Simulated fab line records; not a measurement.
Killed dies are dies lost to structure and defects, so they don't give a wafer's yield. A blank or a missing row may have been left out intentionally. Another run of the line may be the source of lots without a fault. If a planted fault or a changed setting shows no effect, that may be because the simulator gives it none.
fab line records    flow ritCmos
record: lots: 7  wafers: 21  lastDay: 7
route steps=202 shown PLDD@121 SPACER@125 NSD@131 M1@202
lots that met no fault: from a run of the same line without faults
startH: hours from the record's opening day to when the first of the lot's shown wafers began    waitH: time in hours since the lot's previous step    " the same as in the row above    L1.1+2: several wafers, shown together as one row    - no value, or no start given    * or withheld: withheld    < > ~ a bound
route shown NAME@n: NAME is a module with steps in the file, n the number in the route of the first one    usual: average and standard deviation across the fault-free wafers    same: alike in all rows    chamber/n: place in a boat    sites: readings site by site    _std_site: how widely they spread, as a standard deviation    _edge_site: outer sites' mean less inner sites'    radiusMm: for every site, how far away it sits from the centre of the wafer    mask NAME#n: copy n    behind: tool/chamber where the wafer was last shaped    hold: the reason the lot was held/the length of the hold in hours/how it ended    device: which transistor (n, p or np) failed to switch    end of line: the route-end tests of the same wafers    a step given without rows: its recipe and nothing more    killed: dies that structure and defects cost at the first sort, which is not the same as the wafer's yield    map: the dies of a wafer, with x for killed, . for not killed, _ for no die there
set.NAME: the setting that was run; set.NAME@STEP: the one run at that earlier step    model.NAME: the simulator's own value behind a step, which no gauge read
lots at some steps of the route; a table a step, a row a wafer
services: when a tool's chamber went out of use (startH, in hours from the record's first day, below 0 if earlier), for how many hours, and the reason
== steps ==
step: RIT_PLDD_HARDBAKE_07
recipe: resist: NOVOLAK  tempC: 140  timeS: 60
step: RIT_PLDD_IMPLANT_08
recipe: species: BF2  energyKev: 20.11  doseCm2: 9e+14  tiltDeg: 7
step: RIT_PLDD_STRIP_09
recipe: chemistry: O2  timeS: 180  resist: NOVOLAK  platenTempC: withheld  powerW: 500  pressureMtorr: 4000  o2FlowSccm: 4000
usual: drypumpMotorCurrentA: 5.8/0.44
lot.wafer  tool            chamber  startH  waitH  drypumpMotorCurrentA  rfHoursCounterH
L364.1     plasmaAsher-03  0        75.31   0.1    5.9                   43
L364.2     "               1        "       "      5.7                   43
L364.5     "               0        "       "      5.9                   -
L369.2     plasmaAsher-03  1        99.51   0.1    5.6                   45
L369.3     "               1        "       "      5.6                   -
L369.4     "               0        "       "      5.9                   -
L374.1     plasmaAsher-03  0        126.43  0.1    5.9                   48
L374.2     "               1        "       "      5.6                   48
L374.5     "               1        "       "      5.7                   -
L375.3     plasmaAsher-02  1        130.49  0.1    6.6                   -
L375.5     "               0        "       "      5.5                   -
L375.6     "               1        "       "      6.6                   -
L376.1     plasmaAsher-03  1        135.08  0.1    5.6                   49
L376.2     "               0        "       "      5.9                   49
L376.3     "               0        "       "      5.9                   -
L377.2     plasmaAsher-03  1        144.13  0.1    5.6                   50
L377.4     "               1        "       "      5.6                   -
L377.6     "               1        "       "      5.6                   -
L380.2     plasmaAsher-02  0        151.33  0.1    5.6                   38
L380.5     "               0        "       "      5.5                   -
L380.6     "               1        "       "      6.6                   -
step: RIT_PLDD_TW_MEAS_10
usual: PLDD_TW: 2338/14
lot.wafer  tool          chamber  startH  waitH  PLDD_TW
L364.1     filmMetro-02  -        75.49   0.1    2328
L364.2     "             -        "       "      2346
L364.5     "             -        "       "      2348
L369.2     filmMetro-04  -        99.70   0.1    2350
L369.3     "             -        "       "      2332
L369.4     "             -        "       "      2336
L374.1     filmMetro-03  -        126.60  0.1    2369
L374.2     "             -        "       "      2350
L374.5     "             -        "       "      2362
L375.3     filmMetro-02  -        130.63  0.1    2317
L375.5     "             -        "       "      2333
L375.6     "             -        "       "      2312
L376.1     filmMetro-03  -        135.26  0.1    2354
L376.2     "             -        "       "      2376
L376.3     "             -        "       "      2353
L377.2     filmMetro-03  -        144.31  0.1    2358
L377.4     "             -        "       "      2349
L377.6     "             -        "       "      2350
L380.2     filmMetro-03  -        151.52  0.1    2349
L380.5     "             -        "       "      2353
L380.6     "             -        "       "      2361
step: RIT_SPACER_CLEAN_00
recipe: chemistry: SC1  mix: 3:3:50  timeS: 600  tempC: 75
step: RIT_SPACER_CLEAN_01
recipe: chemistry: dHF  dilution: 50:1  timeS: 30
step: RIT_SPACER_CLEAN_02
recipe: chemistry: SC2  mix: 3:3:50  timeS: 600  tempC: 75  dry: n2Spin
step: RIT_SPACER_CVD_03
recipe: material: Si3N4  targetThkNm: 250  tempC: 810  precursor: SiH2Cl2/NH3  timeS: 3300  pressureMtorr: 300  sih2cl2FlowSccm: 60  nh3FlowSccm: 150
step: RIT_SPACER_THK_MEAS_04
recipe: reads: Si3N4_of_SPACER_CVD_03
usual: SPACER_NITRIDE_THK: 250/3.1
lot.wafer  tool          chamber  startH  waitH  SPACER_NITRIDE_THK[nm]
L364.1     filmMetro-01  -        77.85   0.0    250
L364.2     "             -        "       "      251
L364.5     "             -        "       "      250
L369.2     filmMetro-03  -        102.06  0.0    247
L369.3     "             -        "       "      248
L369.4     "             -        "       "      245
L374.1     filmMetro-01  -        128.98  0.0    256
L374.2     "             -        "       "      254
L374.5     "             -        "       "      255
L375.3     filmMetro-01  -        132.97  0.0    252
L375.5     "             -        "       "      255
L375.6     "             -        "       "      255
L376.1     filmMetro-02  -        137.63  0.0    247
L376.2     "             -        "       "      248
L376.3     "             -        "       "      250
L377.2     filmMetro-01  -        146.69  0.0    246
L377.4     "             -        "       "      245
L377.6     "             -        "       "      246
L380.2     filmMetro-02  -        153.86  0.0    249
L380.5     "             -        "       "      246
L380.6     "             -        "       "      249
step: RIT_SPACER_ETCHBACK_05
recipe: targetDepthA: 2500  SF6_flow_sccm: 30  CHF3_flow_sccm: 30  target: Si3N4  chemistry: SF6/CHF3  pressureMtorr: 40  rfW: 250  timeS: 240  stopOn: SiO2
usual: drypumpMotorCurrentA: 5.8/0.53  oesProductAu: 0.840/0.014  throttleValvePct: 10.33/0.14
lot.wafer  tool        chamber  startH  waitH  drypumpMotorCurrentA  oesProductAu  rfHoursCounterH  throttleValvePct
L364.1     rieDiel-03  0        77.91   0.1    5.9                   0.822         70               10.26
L364.2     "           3        "       "      4.8                   0.853         41               10.45
L364.5     "           3        "       "      4.8                   0.839         -                10.43
L369.2     rieDiel-04  0        102.11  0.0    5.8                   0.836         115              10.27
L369.3     "           2        "       "      6.3                   0.818         23               10.33
L369.4     "           1        "       "      5.9                   0.851         48               10.42
L374.1     rieDiel-03  2        129.04  0.1    6.1                   0.858         0                9.97
L374.2     "           0        "       "      5.8                   0.821         72               10.26
L374.5     "           2        "       "      6.1                   0.858         -                9.97
L375.3     rieDiel-04  2        133.01  0.0    6.2                   0.837         24               10.32
L375.5     "           0        "       "      5.8                   0.846         -                10.28
L375.6     "           1        "       "      5.9                   0.877         -                10.43
L376.1     rieDiel-04  0        137.69  0.1    5.7                   0.827         116              10.27
L376.2     "           2        "       "      6.2                   0.820         24               10.33
L376.3     "           1        "       "      5.8                   0.862         48               10.43
L377.2     rieDiel-04  3        146.74  0.0    6.1                   0.832         51               10.25
L377.4     "           0        "       "      5.7                   0.832         117              10.26
L377.6     "           1        "       "      5.9                   0.855         -                10.43
L380.2     rieDiel-02  3        153.91  0.0    6.7                   0.820         123              10.45
L380.5     "           2        "       "      5.0                   0.836         -                10.54
L380.6     "           3        "       "      6.7                   0.825         -                10.43
step: RIT_NSD_HMDS_00
recipe: primeTimeS: 60  primeTempC: 140
step: RIT_NSD_COAT_01
recipe: resist: NOVOLAK  spinRpm: 3250  resistThkNm: 1000
step: RIT_NSD_SOFTBAKE_02
recipe: resist: NOVOLAK  tempC: 90  timeS: 60
usual: heaterPowerTotalW: 34.56/0.049  plateTempC: 90.00/0.13
lot.wafer  tool           chamber  startH  waitH  heaterPowerTotalW  plateTempC
L364.1     lithoTrack-01  0        78.36   0.1    34.60              89.99
L364.2     "              0        "       "      34.49              89.93
L364.5     "              0        "       "      34.60              89.86
L369.2     lithoTrack-03  0        102.59  0.1    34.59              90.21
L369.3     "              0        "       "      34.61              90.06
L369.4     "              0        "       "      34.56              90.06
L374.1     lithoTrack-03  0        129.49  0.1    32.59              86.30
L374.2     "              0        "       "      32.65              86.21
L374.5     "              0        "       "      32.56              86.26
L375.3     lithoTrack-03  0        133.51  0.1    32.55              86.28
L375.5     "              0        "       "      32.55              86.26
L375.6     "              0        "       "      32.56              86.17
L376.1     lithoTrack-04  0        138.24  0.1    34.49              90.23
L376.2     "              0        "       "      34.55              90.20
L376.3     "              0        "       "      34.57              90.12
L377.2     lithoTrack-03  0        147.21  0.1    32.51              86.09
L377.4     "              0        "       "      32.57              85.93
L377.6     "              0        "       "      32.53              86.08
L380.2     lithoTrack-01  0        154.39  0.1    34.62              90.09
L380.5     "              0        "       "      34.63              89.89
L380.6     "              0        "       "      34.57              89.93
step: RIT_NSD_EXPOSE_03
recipe: maskId: M9  na: 0.57  targetCdNm: 40700  doseMj: 250
step: RIT_NSD_PEB_04
recipe: resist: NOVOLAK  tempC: withheld  timeS: withheld
step: RIT_NSD_DEVELOP_05
recipe: resist: NOVOLAK  developTimeS: 50  devTempC: 23
lot.wafer  tool           chamber  startH  waitH  model.NOVOLAK_of_NSD_COAT_01.thkNm
L364.1     lithoTrack-01  0        -       -      1001
L364.2     "              0        "       "      999.2
L364.5     "              0        "       "      1000
L369.2     lithoTrack-03  0        -       -      1003
L369.3     "              0        "       "      1002
L369.4     "              0        "       "      996.6
L374.1     lithoTrack-01  0        -       -      1010
L374.2     "              0        "       "      1006
L374.5     "              0        "       "      1012
L375.3     lithoTrack-03  0        -       -      1009
L375.5+6   "              0        "       "      1011
L376.1     lithoTrack-01  0        -       -      996
L376.2+3   "              0        "       "      998.4
L377.2     lithoTrack-03  0        -       -      1006
L377.4     "              0        "       "      1008
L377.6     "              0        "       "      1010
L380.2     lithoTrack-01  0        -       -      997.4
L380.5     "              0        "       "      997
L380.6     "              0        "       "      997.8
step: RIT_NSD_OVL_MEAS_06
usual: NSD_OVL: 0.3/1.2
lot.wafer  tool        chamber  startH  waitH  NSD_OVL[nm]
L364.1     overlay-02  -        79.03   -      -1.1
L364.2     "           -        "       "      0.7
L364.5     "           -        "       "      0.3
L369.2     overlay-01  -        103.12  -      1.3
L369.3     "           -        "       "      -0.6
L369.4     "           -        "       "      2.1
L374.1     overlay-02  -        130.04  -      -0.9
L374.2     "           -        "       "      -0.7
L374.5     "           -        "       "      -1.4
L375.3     overlay-01  -        134.15  -      1.4
L375.5     "           -        "       "      0.5
L375.6     "           -        "       "      1.1
L376.1     overlay-01  -        138.95  -      1.2
L376.2     "           -        "       "      1.3
L376.3     "           -        "       "      2.6
L377.2     overlay-02  -        147.74  -      0.3
L377.4     "           -        "       "      0.4
L377.6     "           -        "       "      0.6
L380.2     overlay-01  -        154.92  -      -0.7
L380.5     "           -        "       "      -1.6
L380.6     "           -        "       "      -1.0
step: RIT_M1_PROBE_99
usual: killedAtFrontEnd: 6.9/2.9  killedDies: 7.0/2.9  killedOpen: 3.4/2.1  killedShort: 3.5/1.8
same: grossDies: 264  killed_at_M0_to_M3: 0  killed_at_M4_up: 0  killedAtBackSide: 0  killedAtContacts: 0  killedAtOther: 0
lot.wafer  tool       chamber  startH  waitH  killedAtFrontEnd  killedDies  killedOpen  killedShort
L364.1     prober-02  -        89.18   0.1    8                 8           5           3
L364.2     prober-02  -        89.23   0.1    2                 2           1           1
L364.5     prober-02  -        89.38   0.2    7                 7           4           3
L369.2     prober-01  -        112.97  0.1    6                 6           3           3
L369.3     prober-01  -        113.02  0.2    8                 8           7           1
L369.4     prober-01  -        113.07  0.2    8                 8           3           5
L374.1     prober-02  -        139.95  0.1    6                 6           2           4
L374.2     prober-02  -        140.00  0.1    5                 5           2           3
L374.5     prober-02  -        140.15  0.2    7                 7           2           5
L376.1     prober-02  -        148.94  0.1    6                 6           5           1
L376.2     prober-02  -        148.99  0.1    6                 6           2           4
L376.3     prober-02  -        149.04  0.2    11                11          4           7
killed by level:class
L364.1 FOX1:geometricParticle:open=3 FOX1:geometricParticle:short=2 FOX2:geometricParticle:open=1 GATE:geometricParticle:open=1 REOX:geometricParticle:short=1
L364.2 GATE:geometricParticle:open=1 GATE:geometricParticle:short=1
L364.5 GATE:geometricParticle:open=2 FOX1:geometricParticle:short=1 FOX1:geometricParticle:open=1 FOX2:geometricParticle:open=1 FOX2:geometricParticle:short=1 GATE:geometricParticle:short=1
L369.2 GATE:geometricParticle:short=2 FOX1:geometricParticle:open=1 FOX2:geometricParticle:open=1 GATE:geometricParticle:open=1 SILICIDE:geometricParticle:short=1
L369.3 GATE:geometricParticle:open=4 REOX:geometricParticle:open=1 SPACER:geometricParticle:open=1 SILICIDE:geometricParticle:short=1 SILICIDE:geometricParticle:open=1
L369.4 GATE:geometricParticle:short=3 GATE:geometricParticle:open=1 REOX:geometricParticle:open=1 REOX:geometricParticle:short=1 SPACER:geometricParticle:short=1 SPACER:geometricParticle:open=1
L374.1 GATE:geometricParticle:open=2 GATE:geometricParticle:short=2 SILICIDE:geometricParticle:short=2
L374.2 FOX1:geometricParticle:open=1 FOX2:geometricParticle:short=1 GATE:geometricParticle:short=1 SPACER:geometricParticle:short=1 SILICIDE:geometricParticle:open=1
L374.5 GATE:geometricParticle:short=2 GATE:geometricParticle:open=2 FOX2:geometricParticle:short=1 REOX:geometricParticle:short=1 SPACER:geometricParticle:short=1
L376.1 GATE:geometricParticle:open=3 REOX:geometricParticle:open=2 REOX:geometricParticle:short=1
L376.2 GATE:geometricParticle:short=3 ACTIVE:geometricParticle:open=1 REOX:geometricParticle:short=1 SILICIDE:geometricParticle:open=1
L376.3 GATE:geometricParticle:short=4 GATE:geometricParticle:open=3 FOX2:geometricParticle:short=2 FOX1:geometricParticle:short=1 REOX:geometricParticle:open=1
== services ==
tool        chamber  startH  hours  kind
rieDiel-04  1        58.61   5.6    repair
rieDiel-03  1        63.76   17.4   repair
rieDiel-03  2        81.13   -      clean
rieDiel-03  2        81.13   -      consumableReplace:esc
rieDiel-03  2        81.13   30.9   scheduledDown
rieDiel-03  2        81.13   30.9   ventCycle
rieDiel-03  1        112.02  -      clean
rieDiel-03  1        112.02  26.6   scheduledDown
rieDiel-03  1        112.02  26.6   ventCycle
rieDiel-02  -        118.34  20.4   repair
== key ==
firstSign: step: RIT_NSD_SOFTBAKE_02  reading: heaterPowerTotalW  direction: down  sigmas: 41  usual: 34.56  struck: 32.56
effect: step: RIT_NSD_SOFTBAKE_02  reading: plateTempC  direction: down  sigmas: 29  usual: *  struck: *
modelEffect: step: RIT_NSD_DEVELOP_05  value: NOVOLAK_of_NSD_COAT_01.thkNm  without: 999.1  struck: 1009
metAt RIT_NSD_SOFTBAKE_02
struckWafers L374.1,L374.2,L374.5,L375.3,L375.5,L375.6,L377.2,L377.4,L377.6
testerLeftOut L374,L375,L377
onsetBetween 102.59 129.49
fault: kind: processParameterDrift  tool: lithoTrack-03  chamber: -  onsetH: 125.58  steps: RIT_NSD_SOFTBAKE_02  channel: tempC  offset: *  shape: step  endH: 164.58  actsIn: *  stated: *
testerLeftOut: of these lots the tester's yield and bins aren't shown, on N5 and GAA mostly nor the transistor test; their killed dies are dies lost to structure and defects alone, not to doping, threshold or leakage, so they don't give the yield
